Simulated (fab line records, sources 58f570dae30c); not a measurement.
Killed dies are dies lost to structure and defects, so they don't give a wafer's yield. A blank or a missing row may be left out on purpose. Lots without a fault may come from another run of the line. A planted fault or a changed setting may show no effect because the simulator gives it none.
Chamber matching | flow berkeley_cmos170 | UCB170_V1_CVD_00 on pecvd-01: 3 sister chambers
The step deposits SiO2 from TEOS/O2, target thk 2000 nm, time 250 s. 3 wafers are shown with their chamber, then 8 later ones without.

WAFERS WITH THEIR CHAMBER
wafer  | chamber | heater_power_w (W)
L156.1 | 1       | 207
L156.5 | 0       | 329
L159.1 | 2       | 329

WAFERS WITHOUT THEIR CHAMBER
wafer  | heater_power_w (W)
L159.3 | 313
L159.4 | 236
L160.1 | 332
L160.3 | 188
L160.6 | 247
L162.1 | 302
L162.3 | 200
L162.5 | 245

WHICH CHAMBER EACH WENT THROUGH
wafer  | from the rows above          | in truth
L159.3 | can't be placed: 0 or 2      | 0
L159.4 | 1                            | 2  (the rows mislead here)
L160.1 | can't be placed: 0 or 2      | 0
L160.3 | 1                            | 1
L160.6 | can't be placed: 1 or 0 or 2 | 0
L162.1 | can't be placed: 0 or 2      | 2
L162.3 | 1                            | 1
L162.5 | can't be placed: 1 or 0 or 2 | 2
Placed correctly: 2 of 8. Can't be placed from these rows: 5 (the true chamber is among the candidates in 5). Placed wrongly: 1.
How it was worked out, from the rows above alone: a wafer's distance from a chamber is the root of the sum, over the readings, of the square of ((its reading less the chamber's mean) divided by the reading's scatter). The wafer belongs to the nearest chamber; if the next one is less than 2 further off, it can't be placed. A chamber's mean is the mean of its shown wafers. The scatter: with one shown wafer a chamber, the root of the mean of the squares of how far each hidden wafer lies from its nearest shown one.
